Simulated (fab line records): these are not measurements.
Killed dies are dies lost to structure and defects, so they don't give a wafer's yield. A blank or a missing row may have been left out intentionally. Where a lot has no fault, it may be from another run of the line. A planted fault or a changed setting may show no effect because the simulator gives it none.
Which of the tools did it? | flow rit-cmos | Sampling: 14 lots, 42 wafers, 5 of 202 route steps

WHAT THE GAUGES SHOWED, per wafer
RIT_ACTIVE_BOW_MEAS_00. Usual: INCOMING_BOW typically reads 0 um, with standard deviation 6.4.
lot  | measured    | on            | INCOMING_BOW (um) | flag
L302 | day 1 15:00 | film-metro-02 | -14 3 1           |
L303 | day 1 20:02 | film-metro-04 | 1 -1 4            |
L304 | day 2 01:02 | film-metro-04 | 4 2 3             |
L306 | day 2 11:02 | film-metro-01 | -1 14 12          |
L307 | day 2 16:01 | film-metro-04 | 6 -4 2            |
L309 | day 3 02:00 | film-metro-02 | 3 -13 -1          |
L311 | day 3 12:00 | film-metro-02 | 5 -3 5            |
L312 | day 3 17:00 | film-metro-02 | 1 -6 8            |
L314 | day 4 03:00 | film-metro-02 | 10 3 -4           |
L316 | day 4 13:01 | film-metro-02 | -11 17 -3         |
L317 | day 4 18:00 | film-metro-01 | -9 6 6            |
L318 | day 4 23:00 | film-metro-04 | -8 -4 5           |
L319 | day 5 04:01 | film-metro-02 | -21 -9 0          |
L321 | day 5 14:00 | film-metro-02 | 10 1 -5           |

RIT_ACTIVE_THK_MEAS_02. Usual: ACTIVE_OXIDE_THK typically reads 46.5 nm, with standard deviation 0.81.
lot  | measured    | on            | ACTIVE_OXIDE_THK (nm) | flag
L302 | day 1 17:21 | film-metro-02 | 46.2 46.7 46.0        |
L303 | day 1 23:19 | film-metro-01 | 46.2 46.4 46.5        |
L304 | day 2 03:17 | film-metro-01 | 46.4 46.6 46.4        |
L306 | day 2 14:08 | film-metro-01 | 45.8 46.2 45.7        |
L307 | day 2 18:04 | film-metro-02 | 45.5 46.1 44.9        |
L309 | day 3 04:03 | film-metro-01 | 47.0 47.9 47.1        |
L311 | day 3 14:03 | film-metro-02 | 47.5 47.1 46.8        |
L312 | day 3 19:21 | film-metro-01 | 45.4 45.5 45.0        |
L314 | day 4 05:20 | film-metro-02 | 46.4 46.3 46.6        |
L316 | day 4 15:19 | film-metro-04 | 46.6 45.8 46.4        |
L317 | day 4 20:17 | film-metro-04 | 40.7 41.3 41.1        | OFF
L318 | day 5 01:03 | film-metro-02 | 47.2 46.9 47.3        |
L319 | day 5 06:04 | film-metro-04 | 39.8 40.1 39.7        | OFF
L321 | day 5 20:45 | film-metro-02 | 47.8 47.6 48.0        |

RIT_FOX2_THK_MEAS_91. Usual: FIELD_OXIDE_LEFT_2_THK typically reads 255 nm, with standard deviation 6.4.
lot  | measured    | on            | FIELD_OXIDE_LEFT_2_THK (nm) | flag
L302 | day 2 16:27 | film-metro-02 | 266 275 258                 |
L303 | day 2 21:29 | film-metro-02 | 249 255 249                 |
L304 | day 3 00:26 | film-metro-03 | 254 245 251                 |
L306 | day 3 10:43 | film-metro-03 | 254 251 247                 |
L307 | day 3 15:50 | film-metro-02 | 262 251 261                 |
L309 | day 4 04:18 | film-metro-03 | 246 243 242                 |
L311 | day 4 12:13 | film-metro-03 | 250 250 248                 |
L312 | day 4 17:23 | film-metro-03 | 258 255 255                 |
L314 | day 5 01:09 | film-metro-04 | 261 263 260                 |
L316 | day 5 13:02 | film-metro-04 | 260 268 262                 |
L317 | day 5 17:54 | film-metro-03 | 252 258 253                 |
L318 | day 5 23:16 | film-metro-03 | 259 264 265                 |
L319 | day 6 06:07 | film-metro-02 | 251 250 250                 |
L321 | day 6 20:33 | film-metro-02 | 258 255 258                 |

EACH LOT AND THE TOOL THAT RAN IT (in order: tool; ch and the chambers of the sampled wafers; start)
lot  | RIT_ACTIVE_OXIDATION_01      | RIT_ACTIVE_STRIP_14
L302 | furnace-04 ch 0, day 1 15:25 | plasma-asher-04 ch 0,1, day 1 20:09
L303 | furnace-01 ch 0, day 1 21:22 | plasma-asher-03 ch 0,1, day 2 02:17
L304 | furnace-04 ch 0, day 2 01:20 | plasma-asher-03 ch 0,1, day 2 06:57
L306 | furnace-01 ch 0, day 2 12:11 | plasma-asher-03 ch 0,1, day 2 17:05
L307 | furnace-03 ch 0, day 2 16:07 | plasma-asher-04 ch 0,1, day 2 20:50
L309 | furnace-03 ch 0, day 3 02:07 | plasma-asher-03 ch 0,1, day 3 06:50
L311 | furnace-03 ch 0, day 3 12:07 | plasma-asher-01 ch 0,1, day 3 18:45
L312 | furnace-03 ch 0, day 3 17:25 | plasma-asher-01 ch 1, day 3 23:44
L314 | furnace-01 ch 0, day 4 03:25 | plasma-asher-04 ch 0, day 4 08:16
L316 | furnace-04 ch 0, day 4 13:22 | plasma-asher-04 ch 0,1, day 4 18:05
L317 | furnace-04 ch 0, day 4 18:22 | plasma-asher-04 ch 0,1, day 4 23:27
L318 | furnace-01 ch 0, day 4 23:07 | plasma-asher-04 ch 0,1, day 5 03:50
L319 | furnace-04 ch 0, day 5 04:07 | plasma-asher-03 ch 0,1, day 5 08:50
L321 | furnace-01 ch 0, day 5 18:49 | plasma-asher-04 ch 0,1, day 5 23:40
- RIT_ACTIVE_OXIDATION_01: target thk 46.8 nm, ox time 3360 s.
- RIT_ACTIVE_STRIP_14: strips in O2, time 180 s.

AS READ BY THE TOOLS THEMSELVES (means over the sampled wafers that have a number; for cases with no such wafer, the mark the record gives instead)
RIT_ACTIVE_OXIDATION_01. Usual: spike-tc-centre-C 1001.8 C, standard deviation 1.6; spike-tc-load-C 1030 C, standard deviation 5.3; spike-tc-source-C 1023.0 C, standard deviation 1.2; tube-center-temp-C 1000 C, standard deviation 0.089; tube_center_temp_C_max 1002.5, standard deviation 0.43.
lot  | tool       | spike-tc-centre-C (C) | spike-tc-load-C (C) | spike-tc-source-C (C) | tube-center-temp-C (C) | tube_center_temp_C_max | flag
L302 | furnace-04 | 1001.6                | 1027                | 1021.3                | 1000                   | 1002.7                 |
L303 | furnace-01 | 1003.5                | 1024                | 1025.0                | 1000                   | 1002.5                 |
L304 | furnace-04 | 1002.2                | 1027                | 1023.3                | 1000                   | 1002.6                 |
L306 | furnace-01 | 1003.1                | 1026                | 1023.5                | 1000                   | 1002.3                 |
L307 | furnace-03 | 1001.3                | 1036                | 1022.4                | 1000                   | 1002.6                 |
L309 | furnace-03 | 999.8                 | 1036                | 1023.7                | 1000                   | 1002.2                 |
L311 | furnace-03 | 999.5                 | 1037                | 1022.5                | 1000                   | 1002.9                 |
L312 | furnace-03 | 999.8                 | 1037                | 1022.8                | 1000                   | 1002.6                 |
L314 | furnace-01 | 1003.4                | 1026                | 1025.1                | 1000                   | 1002.4                 |
L316 | furnace-04 | 1001.5                | 1027                | 1022.5                | 1000                   | 1002.1                 |
L317 | furnace-04 | 989.8                 | 1015                | 1010.6                | 988                    | 990.4                  | OFF
L318 | furnace-01 | 1003.5                | 1024                | 1024.2                | 1000                   | 1002.5                 |
L319 | furnace-04 | 990.5                 | 1014                | 1009.5                | 988                    | 991.1                  | OFF
L321 | furnace-01 | 1004.0                | 1024                | 1024.0                | 1000                   | 1002.4                 |

RIT_ACTIVE_STRIP_14. Usual: drypump-motor-current-A 6.08 A, standard deviation 0.25.
lot  | tool            | drypump-motor-current-A (A) | flag
L302 | plasma-asher-04 | 6.26                        |
L303 | plasma-asher-03 | 6.03                        |
L304 | plasma-asher-03 | 6.10                        |
L306 | plasma-asher-03 | 6.03                        |
L307 | plasma-asher-04 | 6.16                        |
L309 | plasma-asher-03 | 6.07                        |
L311 | plasma-asher-01 | 5.68                        |
L312 | plasma-asher-01 | 5.66                        |
L314 | plasma-asher-04 | 6.04                        |
L316 | plasma-asher-04 | 6.15                        |
L317 | plasma-asher-04 | 6.29                        |
L318 | plasma-asher-04 | 6.30                        |
L319 | plasma-asher-03 | 6.01                        |
L321 | plasma-asher-04 | 6.17                        |

THE ANSWER, worked out from the rows above alone
Rule: a lot counts as off when the mean over its wafers that have a number is more than 3 standard deviations away from the usual mean. A lot without any number at a reading at which 4 lots or more have one is off too. The other lots that the step has rows for count as sound. After the gauges, taken in route order, come the tools' own readings; for these a lot's mean is taken, as printed above. The first step at which some lot is off is used, and at that step the reading that is off furthest; a lot without a number counts as furthest.
Off: L317, L319, seen at RIT_ACTIVE_THK_MEAS_02 (ACTIVE_OXIDE_THK).
A tool fits if, at a process step before that reading, it ran every lot that is off, and no sound lot after the first of them. The gauges at RIT_ACTIVE_THK_MEAS_02 aren't tried: what is off there is off at RIT_ACTIVE_OXIDATION_01 too, on other tools, and a gauge's error can't cause that. One fits: furnace-04 at RIT_ACTIVE_OXIDATION_01. A fault onset in the window from L316 (day 4 13:22, its last sound lot) to L317 (day 4 18:22, its first lot off) fits.
The tool's own readings at RIT_ACTIVE_OXIDATION_01 bear it out: on the lots that are off they differ by more than 5 times the standard deviation of the sound lots' means. spike-tc-centre-C reads 990.1 C there against 1001.9 C on the sound lots; spike-tc-source-C reads 1010.0 C there against 1023.4 C on the sound lots; tube-center-temp-C reads 988 C there against 1000 C on the sound lots; tube_center_temp_C_max reads 990.8 there against 1002.5 on the sound lots.

WHAT WAS PUT IN BY THE SIMULATOR
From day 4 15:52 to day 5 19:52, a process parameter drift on furnace-04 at RIT_ACTIVE_OXIDATION_01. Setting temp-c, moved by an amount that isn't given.
Lots struck among those shown: L317, L319. Same finding as the rule above.
